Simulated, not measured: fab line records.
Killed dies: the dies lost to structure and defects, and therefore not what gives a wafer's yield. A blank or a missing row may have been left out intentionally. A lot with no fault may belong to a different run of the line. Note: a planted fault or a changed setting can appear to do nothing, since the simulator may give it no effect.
Comparing a struck lot with a sound one -- flow rit-cmos -- 18 steps out of a route of 202
Sound: the wafers L436.2, L436.3, L436.4. Struck: wafers L446.2, L446.3, L446.4. The cause is given at the end.
At each step with rows: each side's tool, then ch and its chambers, then its first start. Under that, the readings that differ: sound wafers -- struck wafers -- difference of the means -- sigmas: that difference in standard deviations of wafers without a fault.
alike: a reading whose means differ by less than 2 such deviations, as well as words and numbers matching on both sides. not compared: withheld readings; readings where some wafer has no value; bounds like >300 that might hide an equal value; numbers whose values overlap and for which the record gives no deviation.
A row with sigmas, a row that says differs or no value, or rows on one side alone: a step with any of these is where the two part. Numbers that have no deviation but don't overlap get no sigmas and don't part them. A reading missing from all wafers of one side parts the sides only when that side holds two or more wafers.

first, 4 steps without rows for these wafers: RIT_NWELL_SOFTBAKE_02 (time 60 s); RIT_NWELL_EXPOSE_03 (exposes mask M2, target cd 43900 nm); RIT_NWELL_PEB_04; RIT_NWELL_DEVELOP_05 (develop time 68 s).
RIT_NWELL_OVL_MEAS_06:
  sound on overlay-01, day 2 17:48; struck on overlay-02, day 4 21:57
  alike: NWELL_OVL
then, 2 steps without rows for these wafers: RIT_NWELL_HARDBAKE_07 (time 120 s); RIT_NWELL_IMPLANT_08.
RIT_NWELL_STRIP_09: strips in O2, time 180 s.
  sound on plasma-asher-04 ch 0,1, day 2 18:14; struck on plasma-asher-04 ch 0,1, day 4 22:23
  alike: drypump-motor-current-A, rf-refl-power-W
  not compared: rf-hours-counter-h
RIT_NWELL_TW_MEAS_10:
  sound on film-metro-03, day 2 18:25; struck on film-metro-02, day 4 22:34
  alike: NWELL_TW
then, 3 steps without rows for these wafers: RIT_PWELL_HMDS_00 (prime time 60 s); RIT_PWELL_COAT_01 (resist thk 1300 nm); RIT_PWELL_SOFTBAKE_02 (time 60 s).
RIT_PWELL_EXPOSE_03: exposes mask M3, target cd 43700 nm.
  sound on iline-stepper-02 ch 0, day 2 18:56; struck on iline-stepper-02 ch 0, day 4 23:13
reading,sound,struck,difference,sigmas
model.PWELL.overlay-x-nm (nm),-0.07169 -0.07169 -0.07169,6.527 6.527 6.527,+6.599,
  alike: mask
then, 2 steps without rows for these wafers: RIT_PWELL_PEB_04; RIT_PWELL_DEVELOP_05 (develop time 68 s).
RIT_PWELL_OVL_MEAS_06:
  sound on overlay-01, day 2 19:21; struck on overlay-01, day 4 23:37
reading,sound,struck,difference,sigmas
PWELL_OVL (nm),0.9 -0.4 -0.4,4.4 4.2 6.1,+4.9,+4
then, 1 step without rows for these wafers: RIT_PWELL_HARDBAKE_07 (time 120 s).
RIT_M1_PROBE_99:
  sound on prober-01, day 4 07:22; struck on prober-02, day 6 15:47
  alike: killed_at_M0_to_M3, killed-at-front-end, killed-dies, killed-open, killed-short

WHERE THEY PART
At RIT_PWELL_OVL_MEAS_06 and nowhere else, as far as this record goes. Later steps at which nothing parts them and some readings are alike: RIT_M1_PROBE_99.

WHY: what had been put in by the simulator
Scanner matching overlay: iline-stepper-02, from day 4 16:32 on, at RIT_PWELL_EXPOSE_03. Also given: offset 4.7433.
